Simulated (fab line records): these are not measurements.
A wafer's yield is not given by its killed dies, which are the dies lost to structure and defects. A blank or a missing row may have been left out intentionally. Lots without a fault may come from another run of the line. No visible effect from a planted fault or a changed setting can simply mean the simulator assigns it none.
Struck lot and sound lot, side by side	flow rit_cmos	15 out of 202 route steps
Sound: the wafers L647.1, L647.2, L647.4. Struck: wafers L649.4, L649.5, L649.6. Last of all comes the cause.
At each step with rows: each side's tool, then ch and its chambers, then its first start. Under that, the readings that differ: sound wafers	struck wafers	difference of the means	sigmas: that difference in standard deviations of wafers without a fault.
alike: a reading whose means differ by less than 2 such deviations, as well as words and numbers matching on both sides. not compared: withheld readings; readings where some wafer has no value; bounds like >300 that might hide an equal value; numbers whose values overlap and for which the record gives no deviation.
The two part at a step that has a row with sigmas, a row that says differs or no value, or rows on one side only. Numbers that have no deviation but don't overlap get no sigmas and don't part them. A reading that every wafer of one side lacks parts them only if that side has two wafers or more.

first, 1 step without rows for these wafers: RIT_PRETRO_DEVELOP_05 (develop time 68 s).
RIT_PRETRO_OVL_MEAS_06:
  sound: overlay-01 at day 4 12:08; struck: overlay-01 at day 4 20:22
  alike: PRETRO_OVL
then, 2 steps without rows for these wafers: RIT_PRETRO_HARDBAKE_07 (time 120 s); RIT_PRETRO_IMPLANT_08.
RIT_PRETRO_STRIP_09: strips in O2, time 180 s.
  sound on plasma_asher-04 ch 0,1, day 4 12:35; struck on plasma_asher-02 ch 0,1, day 4 20:50
  alike: drypump_motor_current_A, rf_refl_power_W
  not compared: rf_hours_counter_h
RIT_PRETRO_TW_MEAS_10:
  sound: film_metro-03 at day 4 12:45; struck: film_metro-03 at day 4 20:59
  alike: PRETRO_TW
then, 5 steps without rows for these wafers: RIT_GATE_WET_ETCH_00 (etches SiO2 in BOE, target depth 56 nm, time 60 s); RIT_GATE_CLEAN_01 (cleans in SC1, time 600 s); RIT_GATE_CLEAN_02 (cleans in dHF, time 30 s); RIT_GATE_CLEAN_03 (cleans in SC2, time 600 s); RIT_GATE_CLEAN_04 (cleans in dHF, time 60 s).
RIT_FOX2_THK_MEAS_91:
  sound: film_metro-02 at day 4 13:14; struck: film_metro-02 at day 4 21:28
  alike: FIELD_OXIDE_LEFT_2_THK
-- the record jumps here: 5 days lie between the struck wafers' starts before and after (it left off in module FOX2 and takes up again in module GATE, whose first step shown is number 75 of the route) --
RIT_GATE_OXIDATION_05: target thk 3 nm, ox time 270 s.
  sound on furnace-01 ch 0, day 4 15:20; struck on furnace-03 ch 0, day 9 21:29
reading	sound	struck	difference	sigmas
model.SiO2_of_GATE_OXIDATION_05.thk_nm (nm)	3.034 3.051 3.128	3.021 3.014 3.019	-0.053	
  alike: ox_temp_c_max
then, 1 step without rows for these wafers: RIT_GATE_ANNEAL_06 (time 600 s).
RIT_M1_PROBE_99:
  sound: prober-01 at day 5 18:05; struck: prober-01 at day 11 04:20
reading	sound	struck	difference	sigmas
model.etest.pmos_0p3.drive_ua_um	100.6 98.44 94.3	102 103.1 101.3	+4	
model.etest.nmos_0p15.gate_bv_v (V)	4.823 4.841 4.955	4.414 4.436 4.466	-0.434	
model.etest.pmos_0p15.gate_bv_v (V)	4.732 4.772 4.818	4.34 4.327 4.317	-0.45	
model.etest.pmos_0p15.bv_v (V)	5.725 5.747 5.747	5.385 5.386 5.354	-0.365	
model.etest.pmos_0p3.bv_v (V)	5.722 5.745 5.746	5.384 5.385 5.354	-0.363	
model.etest.nmos_0p15.bv_v (V)	5.502 5.531 5.569	5.287 5.299 5.329	-0.229	
  alike: killed_at_contacts, killed_at_front_end, killed_dies, killed_open, killed_short
  not compared: model.etest.pmos_narrow.drive_ua_um, model.etest.gate_to_diffusion_comb.leak_log10_a_um

== WHERE THEY PART ==
Nowhere in this record.

WHY: what the simulator had put in
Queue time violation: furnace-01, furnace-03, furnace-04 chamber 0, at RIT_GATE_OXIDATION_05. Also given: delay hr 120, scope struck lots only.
